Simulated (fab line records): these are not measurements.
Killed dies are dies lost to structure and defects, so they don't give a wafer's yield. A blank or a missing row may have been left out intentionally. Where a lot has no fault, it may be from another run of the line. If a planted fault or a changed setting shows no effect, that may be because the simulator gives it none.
Split-lot trial | flow berkeleyCmos170 | route with 331 steps; 5 lots, 23 wafers read

## THE SPLIT ITSELF
At UCB170_V1_PEB_10, the setting pebTempC was moved away from the recipe's 130 C on 9 of the 23 wafers read, by -2.8% to +2.5%. This setting was run at the recipe's value on the other wafers.

## FROM THE SPLIT TO THE READING: what the file shows between them, 4 steps
- UCB170_V1_DEVELOP_11: develop time 45 s
- UCB170_V1_CD_MEAS_12: target cd 700 nm
- UCB170_V1_ETCH_14: etches SiO2 in CHF3/CF4/Ar, stops on Al, target depth 1250 nm, time 291 s
- UCB170_V1_STRIP_15: strips in O2

## THE READING
cdNm (nm) at UCB170_V1_CD_MEAS_90, where the cd target is 700 nm. Typical for fault-free wafers on this fab line: 699.8 nm, with standard deviation 2.2 nm.

wafer  | tool, chamber at the split | pebTempC as run, C | against the recipe | cdNm, nm | against lot-mates on the recipe
L074.1 | lithoTrack-01, 0           | 133.2              | +2.5%              | 716.0    | +15.9
L074.2 | lithoTrack-01, 0           | 130                | recipe             | 701.0    | -
L074.4 | lithoTrack-01, 0           | 130                | recipe             | 699.3    | -
L074.5 | lithoTrack-01, 0           | 133.2              | +2.5%              | 719.0    | +18.9
L074.6 | lithoTrack-01, 0           | 133.2              | +2.5%              | 718.3    | +18.1
L078.2 | lithoTrack-03, 0           | 130                | recipe             | 703.1    | -
L078.3 | lithoTrack-03, 0           | 127.6              | -1.8%              | 682.6    | -19.4
L078.4 | lithoTrack-03, 0           | 127.6              | -1.8%              | 685.1    | -16.9
L078.5 | lithoTrack-03, 0           | 130                | recipe             | 700.9    | -
L078.6 | lithoTrack-03, 0           | 127.6              | -1.8%              | 682.8    | -19.2
L077.1 | lithoTrack-03, 0           | 130                | recipe             | 699.6    | -
L077.3 | lithoTrack-03, 0           | 130                | recipe             | 699.4    | -
L077.4 | lithoTrack-03, 0           | 130                | recipe             | 699.2    | -
L077.5 | lithoTrack-03, 0           | 130                | recipe             | 697.3    | -
L077.6 | lithoTrack-03, 0           | 130                | recipe             | 701.1    | -
L079.1 | lithoTrack-03, 0           | 130                | recipe             | 699.4    | -
L079.3 | lithoTrack-03, 0           | 130                | recipe             | 699.3    | -
L079.5 | lithoTrack-03, 0           | 130                | recipe             | 701.0    | -
L080.1 | lithoTrack-01, 0           | 126.3              | -2.8%              | 673.2    | -28.6
L080.3 | lithoTrack-01, 0           | 130                | recipe             | 701.4    | -
L080.4 | lithoTrack-01, 0           | 126.3              | -2.8%              | 673.0    | -28.8
L080.5 | lithoTrack-01, 0           | 126.3              | -2.8%              | 675.9    | -25.9
L080.6 | lithoTrack-01, 0           | 130                | recipe             | 702.2    | -

FIT RESULTS
A straight line over all 23 wafers: cdNm changes by +8.35 nm for each +1% of pebTempC; r = +0.99; the points scatter about the line by 1.9 nm.
The same after taking each lot's own level away (the mean of its wafers on the recipe; 23 wafers): +8.76 nm for each +1%; r = +0.99; scatter 2 nm.
The reading moves by 25 nm for the largest change in pebTempC, on that fit.
From 699.32 to 702.00 nm: that is the span of the lots' own levels, equal to 1.2 times the standard deviation above.
The two slopes agree, so the slope changes little with the lot-to-lot level.
Check: for one of the wafers moved furthest among these (-2.8%), held out of the fit, the line's prediction against its lot-mates is -25.6 nm. Against them it came out at -28.6 nm.

## THE WHOLE CHAIN: every reading that the file lists as answering this split, in the file's order
step                 | what it does                                                              | reading                                                  | change (the file's fit)              | r (the file's)
UCB170_V1_CD_MEAS_12 | target cd 700 nm                                                          | cdNm                                                     | +8.65 nm for each +1% of the setting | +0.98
UCB170_V1_ETCH_14    | etches SiO2 in CHF3/CF4/Ar, stops on Al, target depth 1250 nm, time 291 s | V1.cdNm (the simulator's own value, which no gauge read) | +8.88 nm for each +1% of the setting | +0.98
UCB170_V1_CD_MEAS_90 | target cd 700 nm                                                          | cdNm                                                     | +8.92 nm for each +1% of the setting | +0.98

## FILE'S OWN FIT
cdNm changes by +8.92 nm for each +1% of pebTempC, r = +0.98.
